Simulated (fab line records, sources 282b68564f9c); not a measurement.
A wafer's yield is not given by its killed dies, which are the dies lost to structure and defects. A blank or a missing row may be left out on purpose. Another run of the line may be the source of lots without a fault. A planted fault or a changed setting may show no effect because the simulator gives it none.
8D (eight disciplines) problem report, filled in by code -- flow ritCmos -- the parts of the form that need people (team, actions taken, sign-off) are left out

## 1. THE PROBLEM
tiltDeg at RIT_PLDD_IMPLANT_08 reads a mean of 7.578 degrees on 9 wafers of 3 lots; wafers without a fault read 7.001 degrees with a standard deviation of 0.024. That puts it +24 standard deviations away from the usual mean.
The first sign was on wafer L408.1 at day 4 06:46, on implanter-03. The record holds 45 wafers of 15 lots with a number at this step. The rule behind "out" and "out of limits": a value lying over 4 standard deviations away from the usual mean. The rest of the wafers with a number are treated as sound.

## 2. WHAT THIS IS AND IS NOT
question,is,is not
which readings at this step,tiltDeg,-
which lots,"L408, L409, L410","L402, L403, L404, L405, L407, L419, L420, L421, L422, L423, L424, L425"
which wafers of those lots,all that have a number,-
read on which tools,implanter-03,"implanter-01, implanter-02"
when,from day 4 06:46,"up to then (15 sound wafers); but 21 sound wafers of L419, L420, L421, L422, L423, L424, L425 came after"

## 3. THE SUSPECTS, EACH WITH WHAT RULES IT OUT
Counting: any tool at a process step up to the reading is kept as a suspect provided that every lot that is out went through it and no sound lot did after the first of them.
- implanter-03 at RIT_PLDD_IMPLANT_08: ruled out as a lasting fault. Sound lots L423, L425 ran on it after its first lot that is out, L408 (day 4 06:46).
Left after counting: nothing in the record.

## 4. THE CAUSE (what the simulator had put in)
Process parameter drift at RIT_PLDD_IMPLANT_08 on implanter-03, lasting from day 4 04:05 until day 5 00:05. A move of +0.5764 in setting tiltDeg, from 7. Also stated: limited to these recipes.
Counting ruled it out, wrongly.

## 5. THE CHAIN OF EFFECTS, in route order
Rows list readings where the struck wafers' mean (over those with a number) sits beyond 3 standard deviations from the usual. Only readings whose record carries a usual standard deviation are examined. hours: median over the lots of the time between each lot's start at the first step of this table that gives one and its start at this step. sigmas: the change, counted in usual standard deviations.
hours,step,reading,usual,on struck wafers,change,sigmas
0,RIT_PLDD_IMPLANT_08,tiltDeg,7.001 degrees,7.578,+0.577,+24
The process steps in it:
- RIT_PLDD_IMPLANT_08
Readings that are blank on the struck wafers while sound wafers have them: PLDD_RS at RIT_SDANNEAL_RS_MEAS_06.

## 6. HOW IT WOULD HAVE BEEN CAUGHT EARLIER
The fault began at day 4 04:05; the first out-of-limits reading in this record came at day 4 06:46, 3 hours later.
